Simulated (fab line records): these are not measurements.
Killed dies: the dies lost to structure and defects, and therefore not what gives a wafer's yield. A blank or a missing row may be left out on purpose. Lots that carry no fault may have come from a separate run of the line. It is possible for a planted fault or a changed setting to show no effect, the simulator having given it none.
Split-lot trial | flow rit-cmos | on a route of 202 steps: 5 lots, 23 wafers read

## THE SPLIT ITSELF
At RIT_GATE_EXPOSE_13 (exposes mask M6, target cd 150 nm), the setting dose-mj was moved away from the recipe's 380 on 7 of the 23 wafers read, by -4.1% to +3.0%. For the rest of the wafers, this setting stayed at what the recipe calls for.

## FROM THE SPLIT TO THE READING: what the file shows between them, 6 steps
- RIT_GATE_PEB_14
- RIT_GATE_DEVELOP_15: develop time 50 s
- RIT_GATE_CD_MEAS_16: target cd 150 nm
- RIT_GATE_HARDBAKE_18: time 60 s
- RIT_GATE_ETCH_19: etches poly-Si in SF6/CHF3/O2, stops on SiO2, time 165 s, target depth 312.5 nm
- RIT_GATE_STRIP_20: strips in O2, time 180 s (also split here: o2-flow-sccm)

## THE READING
cd-nm (nm) at RIT_GATE_CD_MEAS_90, where the cd target is 150 nm. Typical for fault-free wafers on this fab line: 149.9 nm, with standard deviation 2.6 nm.

wafer  | tool, chamber at the split | dose-mj as run | against the recipe | cd-nm, nm | against lot-mates on the recipe
L074.2 | iline-stepper-02, 0        | 380            | recipe             | 141.4     | -
L074.3 | iline-stepper-02, 0        | 380            | recipe             | 143.4     | -
L074.4 | iline-stepper-02, 0        | 364.4          | -4.1%              | 161.6     | +18.4
L074.5 | iline-stepper-02, 0        | 364.4          | -4.1%              | 165.5     | +22.3
L074.6 | iline-stepper-02, 0        | 380            | recipe             | 144.7     | -
L079.1 | iline-stepper-02, 0        | 380            | recipe             | 150.0     | -
L079.2 | iline-stepper-02, 0        | 380            | recipe             | 151.4     | -
L079.3 | iline-stepper-02, 0        | 387.5          | +2.0%              | 142.4     | -8.3
L079.4 | iline-stepper-02, 0        | 387.5          | +2.0%              | 140.1     | -10.6
L079.6 | iline-stepper-02, 0        | 387.5          | +2.0%              | 143.6     | -7.1
L081.1 | iline-stepper-01, 0        | 380            | recipe             | 149.7     | -
L081.2 | iline-stepper-01, 0        | 391.5          | +3.0%              | 133.4     | -13.7
L081.3 | iline-stepper-01, 0        | 380            | recipe             | 142.8     | -
L081.4 | iline-stepper-01, 0        | 380            | recipe             | 148.8     | -
L081.5 | iline-stepper-01, 0        | 391.5          | +3.0%              | 128.7     | -18.4
L082.2 | iline-stepper-01, 0        | 380            | recipe             | 150.5     | -
L082.3 | iline-stepper-01, 0        | 380            | recipe             | 149.2     | -
L082.4 | iline-stepper-01, 0        | 380            | recipe             | 151.0     | -
L084.1 | iline-stepper-01, 0        | 380            | recipe             | 148.0     | -
L084.2 | iline-stepper-01, 0        | 380            | recipe             | 153.4     | -
L084.4 | iline-stepper-01, 0        | 380            | recipe             | 151.8     | -
L084.5 | iline-stepper-01, 0        | 380            | recipe             | 148.0     | -
L084.6 | iline-stepper-01, 0        | 380            | recipe             | 151.1     | -

FIT RESULTS
A straight line over all 23 wafers: cd-nm changes by -4.17 nm for each +1% of dose-mj; r = -0.89; the points scatter about the line by 3.6 nm.
The same after taking each lot's own level away (the mean of its wafers on the recipe; 23 wafers): -4.96 nm for each +1%; r = -0.97; scatter 2.1 nm.
According to that fit, moving dose-mj by its largest amount changes the reading by 20 nm.
From 143.17 to 150.70 nm: that is the span of the lots' own levels, equal to 2.9 times the standard deviation above.
In other words, the slope is changed by the lot-to-lot level; the two fits disagree.
Check: for one of the wafers moved furthest among these (-4.1%), held out of the fit, the line's prediction against its lot-mates is +21.4 nm. It came out at +18.4 nm against them.

## THESE WAFERS: OTHER SPLITS
Before the reading, these wafers also passed through other splits. Each is held against what the fit with the lots' levels taken away leaves over:
other split on the same wafers       | wafers away from the commonest value | r with cd-nm (lot level and that fit taken away)
RIT_ACTIVE_DEVELOP_10 develop-time-s | 8                                    | -0.17
RIT_ACTIVE_ETCH_13 pressure-mtorr    | 10                                   | -0.10
RIT_NWELL_SOFTBAKE_02 temp-c         | 6                                    | -0.01
RIT_NWELL_IMPLANT_08 dose-cm2        | 12                                   | +0.03
RIT_PWELL_IMPLANT_08 tilt-deg        | 7                                    | -0.02
RIT_GATE_COAT_11 resist-thk-nm       | 8                                    | +0.84
RIT_GATE_STRIP_20 o2-flow-sccm       | 7                                    | +0.25

## THE WHOLE CHAIN: every reading that the file lists as answering this split, in the file's order
step                | what it does                                                                    | reading                                                     | change (the file's fit)              | r (the file's)
RIT_GATE_CD_MEAS_16 | target cd 150 nm                                                                | cd-nm                                                       | -5.02 nm for each +1% of the setting | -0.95
RIT_GATE_ETCH_19    | etches poly-Si in SF6/CHF3/O2, stops on SiO2, time 165 s, target depth 312.5 nm | GATE.cd-nm (the simulator's own value, which no gauge read) | -5.04 nm for each +1% of the setting | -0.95
RIT_GATE_CD_MEAS_90 | target cd 150 nm                                                                | cd-nm                                                       | -4.99 nm for each +1% of the setting | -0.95

## THE FILE'S OWN FIT
cd-nm changes by -4.99 nm for each +1% of dose-mj, r = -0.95.
